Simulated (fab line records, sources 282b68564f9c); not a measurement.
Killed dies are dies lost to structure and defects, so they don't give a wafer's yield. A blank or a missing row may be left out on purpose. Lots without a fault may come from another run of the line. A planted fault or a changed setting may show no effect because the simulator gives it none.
Which tool did it? | flow rit_cmos | 15 lots, 45 wafers sampled, at 4 steps of a route of 202

WHAT THE GAUGES READ, wafer by wafer
RIT_FOX1_THK_MEAS_01. Usual: FOX1_OXIDE_THK 354 nm, standard deviation 6.6.
lot  | measured    | on            | FOX1_OXIDE_THK (nm) | flag
L607 | day 1 19:04 | film_metro-01 | 355 355 356         |
L608 | day 1 23:56 | film_metro-01 | 361 361 366         |
L609 | day 2 05:41 | film_metro-03 | 353 346 340         |
L615 | day 3 10:49 | film_metro-03 | 349 353 358         |
L616 | day 3 16:55 | film_metro-01 | 347 347 349         |
L617 | day 3 19:47 | film_metro-01 | 355 363 355         |
L618 | day 4 00:55 | film_metro-01 | 347 338 345         |
L619 | day 4 06:40 | film_metro-02 | 353 353 354         |
L620 | day 4 11:45 | film_metro-02 | 357 357 357         |
L621 | day 4 14:55 | film_metro-03 | 352 350 347         |
L623 | day 5 02:43 | film_metro-01 | 355 349 353         |
L625 | day 5 12:14 | film_metro-02 | 360 361 361         |
L626 | day 5 18:06 | film_metro-01 | 358 362 366         |
L628 | day 6 03:44 | film_metro-01 | 359 360 357         |
L630 | day 6 11:59 | film_metro-01 | 355 353 356         |

RIT_PRETRO_TW_MEAS_10. Usual: PRETRO_TW 477, standard deviation 6.5.
lot  | measured    | on            | PRETRO_TW   | flag
L607 | day 2 09:55 | film_metro-03 | 470 470 472 |
L608 | day 2 14:59 | film_metro-02 | 482 485 480 |
L609 | day 2 22:12 | film_metro-03 | 471 470 471 |
L615 | day 4 02:35 | film_metro-02 | 481 482 481 |
L616 | day 4 08:56 | film_metro-02 | 483 481 484 |
L617 | day 4 11:02 | film_metro-01 | 479 478 475 |
L618 | day 4 15:28 | film_metro-02 | 453 455 455 | OFF
L619 | day 4 21:20 | film_metro-02 | 455 455 457 | OFF
L620 | day 5 01:53 | film_metro-01 | 449 448 448 | OFF
L621 | day 5 05:27 | film_metro-03 | 466 464 463 |
L623 | day 5 17:04 | film_metro-01 | 475 475 476 |
L625 | day 6 03:50 | film_metro-03 | 466 464 463 |
L626 | day 6 08:34 | film_metro-03 | 467 466 465 |
L628 | day 6 18:01 | film_metro-02 | 483 483 483 |
L630 | day 7 03:44 | film_metro-02 | 481 482 482 |

WHICH TOOL RAN EACH LOT (tool, then ch and the chambers of the sampled wafers, then the start)
lot  | RIT_ACTIVE_STRIP_14                 | RIT_PRETRO_IMPLANT_08
L607 | plasma_asher-03 ch 1, day 1 16:06   | implanter-04 ch 0, day 2 09:35
L608 | plasma_asher-01 ch 0,1, day 1 20:55 | implanter-04 ch 0, day 2 14:40
L609 | plasma_asher-01 ch 0,1, day 2 01:40 | implanter-02 ch 0, day 2 21:52
L615 | plasma_asher-02 ch 0, day 3 07:01   | implanter-02 ch 0, day 4 02:17
L616 | plasma_asher-02 ch 0,1, day 3 12:52 | implanter-04 ch 0, day 4 08:37
L617 | plasma_asher-01 ch 0,1, day 3 17:47 | implanter-02 ch 0, day 4 10:43
L618 | plasma_asher-01 ch 1, day 3 21:50   | implanter-02 ch 0, day 4 15:08
L619 | plasma_asher-03 ch 0,1, day 4 03:52 | implanter-02 ch 0, day 4 21:04
L620 | plasma_asher-03 ch 0,1, day 4 09:45 | implanter-02 ch 0, day 5 01:34
L621 | plasma_asher-03 ch 0,1, day 4 12:55 | implanter-04 ch 0, day 5 05:07
L623 | plasma_asher-01 ch 0,1, day 4 22:50 | implanter-04 ch 0, day 5 16:44
L625 | plasma_asher-03 ch 0,1, day 5 09:00 | implanter-01 ch 0, day 6 03:31
L626 | plasma_asher-01 ch 0,1, day 5 16:08 | implanter-04 ch 0, day 6 08:16
L628 | plasma_asher-03 ch 0,1, day 5 23:50 | implanter-04 ch 0, day 6 17:41
L630 | plasma_asher-03 ch 0, day 6 09:59   | implanter-04 ch 0, day 7 03:26
- RIT_ACTIVE_STRIP_14: strips in O2, time 180 s.
- RIT_PRETRO_IMPLANT_08

WHAT THE TOOLS THEMSELVES READ (means of the sampled wafers that have a number; where no wafer has one, the mark that the record gives instead)
RIT_ACTIVE_STRIP_14. Usual: drypump_motor_current_A 5.8 A, standard deviation 0.41; o2_flow_sccm 4000 sccm, standard deviation 11.
lot  | tool            | drypump_motor_current_A (A) | o2_flow_sccm (sccm) | flag
L607 | plasma_asher-03 | 6.3                         | 4003                |
L608 | plasma_asher-01 | 5.3                         | 3995                |
L609 | plasma_asher-01 | 5.5                         | 4005                |
L615 | plasma_asher-02 | 6.1                         | 3999                |
L616 | plasma_asher-02 | 6.1                         | 3996                |
L617 | plasma_asher-01 | 5.5                         | 3995                |
L618 | plasma_asher-01 | 5.1                         | 3991                |
L619 | plasma_asher-03 | 6.0                         | 4006                |
L620 | plasma_asher-03 | 6.2                         | 3985                |
L621 | plasma_asher-03 | 6.0                         | 3995                |
L623 | plasma_asher-01 | 5.3                         | 3992                |
L625 | plasma_asher-03 | 6.1                         | 3999                |
L626 | plasma_asher-01 | 5.5                         | 3994                |
L628 | plasma_asher-03 | 6.1                         | 3994                |
L630 | plasma_asher-03 | 5.9                         | 3990                |

RIT_PRETRO_IMPLANT_08. Usual: beam_on_s 10.00 s, standard deviation 0.19; dose_ions_cm2 1.2002e+13, standard deviation 1.4e+10; faraday_current_uA 38.1, standard deviation 0.72.
lot  | tool         | beam_on_s (s) | dose_ions_cm2 | faraday_current_uA | flag
L607 | implanter-04 | 9.91          | 1.2011e+13    | 38.4               |
L608 | implanter-04 | 10.02         | 1.2002e+13    | 38.0               |
L609 | implanter-02 | 10.01         | 1.1988e+13    | 38.0               |
L615 | implanter-02 | 9.76          | 1.1995e+13    | 39.1               |
L616 | implanter-04 | 10.07         | 1.2007e+13    | 37.8               |
L617 | implanter-02 | 9.99          | 1.1986e+13    | 38.1               |
L618 | implanter-02 | 10.17         | 9.9700e+12    | 31.0               | OFF
L619 | implanter-02 | 10.10         | 9.9740e+12    | 31.3               | OFF
L620 | implanter-02 | 10.04         | 9.9710e+12    | 31.4               | OFF
L621 | implanter-04 | 9.90          | 1.2012e+13    | 38.4               |
L623 | implanter-04 | 9.93          | 1.2000e+13    | 38.3               |
L625 | implanter-01 | 9.91          | 1.1999e+13    | 38.4               |
L626 | implanter-04 | 9.96          | 1.2017e+13    | 38.1               |
L628 | implanter-04 | 9.78          | 1.2004e+13    | 38.9               |
L630 | implanter-04 | 10.00         | 1.1985e+13    | 38.0               |

THE ANSWER, worked out from the rows above alone
Rule: a lot is off if the mean of its wafers that have a number lies more than 3 standard deviations from the usual mean. A lot without any number at a reading at which 4 lots or more have one is off too. The other lots that the step has rows for count as sound. The gauges are gone through in route order, then the tools' own readings, and for those a lot's mean is taken as printed above. The first step at which some lot is off is used, and at that step the reading that is off furthest; a lot without a number counts as furthest.
Off: L618, L619, L620, at RIT_PRETRO_TW_MEAS_10 (PRETRO_TW).
A tool fits if, at a process step before that reading, it ran every lot that is off, and no sound lot after the first of them. The gauges at RIT_PRETRO_TW_MEAS_10 aren't tried: what is off there is off at RIT_PRETRO_IMPLANT_08 too, on other tools, and a gauge's error can't cause that. One fits: implanter-02 at RIT_PRETRO_IMPLANT_08. Its last sound lot is L617 (day 4 10:43), its first lot that is off L618 (day 4 15:08): a fault that began between those two fits.
The tool's own readings at RIT_PRETRO_IMPLANT_08 bear it out: on the lots that are off they differ by more than 5 times the standard deviation of the sound lots' means. dose_ions_cm2 reads 9.9717e+12 there against 1.2000e+13 on the sound lots; faraday_current_uA reads 31.2 there against 38.3 on the sound lots.

WHAT THE SIMULATOR HAD PUT IN
Process parameter drift: implanter-02, from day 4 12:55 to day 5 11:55, at RIT_PRETRO_IMPLANT_08. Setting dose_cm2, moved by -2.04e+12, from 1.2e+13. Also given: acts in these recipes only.
Lots struck among those shown: L618, L619, L620. The rule above found the same.
